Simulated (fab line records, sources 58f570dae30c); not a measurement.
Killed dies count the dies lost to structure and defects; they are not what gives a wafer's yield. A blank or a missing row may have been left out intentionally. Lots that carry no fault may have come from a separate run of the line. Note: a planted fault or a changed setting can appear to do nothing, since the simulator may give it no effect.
Which tool is to blame? + flow berkeley-cmos170 + at 1 step of a route of 331, 7 lots with 21 wafers sampled

WHAT EACH GAUGE READ, for each wafer
UCB170_V1_THK_MEAS_01.
| lot  | measured     | on            | V1_TEOS_THK (nm) |
|------|--------------|---------------|------------------|
| L198 | day 8 15:13  | film-metro-03 | 1975 1990 1971   |
| L197 | day 8 17:55  | film-metro-04 | 2030 2012 2025   |
| L204 | day 10 09:18 | film-metro-01 | 2020 2031 2006   |
| L207 | day 11 02:36 | film-metro-04 | 1982 2004 1999   |
| L210 | day 11 16:01 | film-metro-04 | 1988 2035 2035   |
| L213 | day 12 05:57 | film-metro-04 | 2001 1959 2028   |
| L216 | day 13 17:58 | film-metro-01 | 1989 1979 2008   |

WHICH TOOL RAN EACH LOT (tool, then ch and the chambers of the sampled wafers, then the start)
No process step before these readings appears in the record.

THE ANSWER, worked out from the rows above alone
Rule: the lots themselves supply what counts as usual. Put in order of their means at a reading, lots are off if they are a third of the lots or fewer, leave a main group of 4 or more, and stand apart from it by a gap of 3 or more times the standard deviation of the main group's means; of several such gaps the widest counts. A main group whose means are all the same, to the digits that the tables above print for the reading, isn't used. A lot without any number at a reading at which 4 lots or more have one is off too. All remaining lots with rows at the step are treated as sound.
None of the lots is off at any reading shown; this tells nothing.

WHAT HAD BEEN PUT IN BY THE SIMULATOR
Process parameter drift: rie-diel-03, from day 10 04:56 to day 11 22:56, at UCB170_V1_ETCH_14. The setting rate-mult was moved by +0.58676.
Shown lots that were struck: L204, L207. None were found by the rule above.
